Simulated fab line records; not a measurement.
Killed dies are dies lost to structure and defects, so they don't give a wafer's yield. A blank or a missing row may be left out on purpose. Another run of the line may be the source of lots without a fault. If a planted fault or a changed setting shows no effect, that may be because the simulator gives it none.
Which of the tools did it? -- flow rit-cmos -- route of 202 steps, sampled at 1 step: 7 lots, 21 wafers

WHAT THE GAUGES SHOWED, per wafer
RIT_PSD_OVL_MEAS_06.
lot,measured,on,PSD_OVL (nm)
L445,day 3 15:40,overlay-01,0.8 -1.4 0.5
L449,day 4 08:05,overlay-02,0.0 -2.8 -0.7
L451,day 4 18:41,overlay-02,1.5 2.7 2.3
L453,day 5 01:57,overlay-01,1.5 0.9 -1.6
L459,day 6 07:55,overlay-01,1.0 0.3 1.3
L464,day 7 09:48,overlay-02,0.4 1.3 -1.2
L466,day 7 20:43,overlay-02,-3.4 -3.1 -2.1

EACH LOT AND THE TOOL THAT RAN IT (in order: tool; ch and the chambers of the sampled wafers; start)
Record: no process step prior to these readings.

THE ANSWER, worked out from the rows above alone
Rule: the usual values come from the lots themselves. Put in order of their means at a reading, lots are off if they are a third of the lots or fewer, leave a main group of 4 or more, and stand apart from it by a gap of 3 or more times the standard deviation of the main group's means; of several such gaps the widest counts. A main group is skipped when, at the precision printed for the reading in the tables above, its means are all equal. Also off: a lot with no number at a reading for which 4 or more lots have one. Any other lot the step has rows for is counted as sound.
Nothing can be told from this: no lot is off at any reading shown.

WHAT THE SIMULATOR PUT IN
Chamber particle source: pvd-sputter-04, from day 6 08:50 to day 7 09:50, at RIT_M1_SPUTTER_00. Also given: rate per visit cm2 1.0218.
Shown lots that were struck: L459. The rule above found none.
